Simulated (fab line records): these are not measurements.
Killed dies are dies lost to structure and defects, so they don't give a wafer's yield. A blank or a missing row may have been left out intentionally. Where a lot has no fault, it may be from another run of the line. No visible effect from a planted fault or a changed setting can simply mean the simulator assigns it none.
Comparing a struck lot with a sound one / flow rit-cmos / 16 steps out of a route of 202
Sound: these wafers, L433.2, L433.4, L433.5. Struck: wafers L452.3, L452.5, L452.6. Last of all comes the cause.
Per side, at each step with rows, come the tool, then ch with its chambers, and then its first start. Under that, the readings that differ: sound wafers / struck wafers / difference of the means / sigmas: that difference in standard deviations of wafers without a fault.
alike: readings with means less than 2 such deviations apart, plus words and numbers identical on both sides. not compared: withheld readings, readings lacking a value on some wafer, bounds such as >300 that could conceal the same value, and numbers that have no deviation in the record and whose values overlap.
A row with sigmas, a row that says differs or no value, or rows on one side alone: a step with any of these is where the two part. Non-overlapping numbers with no deviation appear without sigmas and do not part them. A reading missing from all wafers of one side parts the sides only when that side holds two or more wafers.

RIT_FOX2_THK_MEAS_01:
  sound on film-metro-04, day 2 01:04; struck on film-metro-02, day 5 20:17
reading=FOX2_OXIDE_THK (nm); sound=342 347 341; struck=328 324 328; difference=-17; sigmas=-2
then, 2 steps without rows for these wafers: RIT_FOX2_CLEAN_02 (cleans in dHF, time 180 s); RIT_FOX2_WET_ETCH_03 (etches Si3N4 in H3PO4, target depth 195 nm, time 2700 s).
RIT_FOX2_THK_MEAS_90:
  sound on film-metro-02, day 2 01:56; struck on film-metro-02, day 5 21:10
reading=FIELD_OXIDE_LEFT_1_THK (nm); sound=315 320 313; struck=300 297 301; difference=-17; sigmas=-2
then, 6 steps without rows for these wafers: RIT_NWELL_HMDS_00 (prime time 60 s); RIT_NWELL_COAT_01 (resist thk 1300 nm); RIT_NWELL_SOFTBAKE_02 (time 60 s); RIT_NWELL_EXPOSE_03 (exposes mask M2, target cd 43900 nm); RIT_NWELL_PEB_04; RIT_NWELL_DEVELOP_05 (develop time 68 s).
RIT_NWELL_OVL_MEAS_06:
  sound on overlay-01, day 2 03:07; struck on overlay-01, day 5 22:13
  alike: NWELL_OVL
then, 1 step without rows for these wafers: RIT_NWELL_HARDBAKE_07 (time 120 s).
RIT_NWELL_IMPLANT_08:
  sound on implanter-01 ch 0, day 2 03:25; struck on implanter-02 ch 0, day 5 22:33
reading=beam-energy-keV; sound=169.96 169.92 170.03; struck=119.02 119.00 118.98; difference=-50.97; sigmas=-99 or more
reading=model.implant.rp-nm (nm); sound=217.6 217.6 217.6; struck=151.5 151.5 151.5; difference=-66.1; sigmas=
reading=model.implant.drp-nm (nm); sound=68.82 68.82 68.82; struck=52.37 52.37 52.37; difference=-16.45; sigmas=
RIT_NWELL_STRIP_09: strips in O2, time 180 s.
  sound on plasma-asher-02 ch 0,1, day 2 03:33; struck on plasma-asher-02 ch 0,1, day 5 22:43
  alike: drypump-motor-current-A, o2-flow-sccm
  not compared: rf-hours-counter-h
RIT_NWELL_TW_MEAS_10:
  sound on film-metro-02, day 2 03:44; struck on film-metro-01, day 5 23:04
reading=NWELL_TW; sound=2109 2113 2111; struck=2017 2014 2008; difference=-98; sigmas=-4
  not compared: hold
-- the record jumps here: 2 days lie between the struck wafers' starts before and after (it left off in module NWELL and takes up again in module M1, whose first step shown is number 202 of the route) --
RIT_M1_PROBE_99:
  sound on prober-01, day 3 20:02; struck on prober-01, day 7 23:27
  alike: killed-at-contacts, killed-at-front-end, killed-dies, killed-open, killed-short

## WHERE THEY PART
At RIT_FOX2_THK_MEAS_01 first; at RIT_NWELL_TW_MEAS_10 last (within this record only). Later steps at which nothing parts them and some readings are alike: RIT_M1_PROBE_99.

WHY: what the simulator had put in
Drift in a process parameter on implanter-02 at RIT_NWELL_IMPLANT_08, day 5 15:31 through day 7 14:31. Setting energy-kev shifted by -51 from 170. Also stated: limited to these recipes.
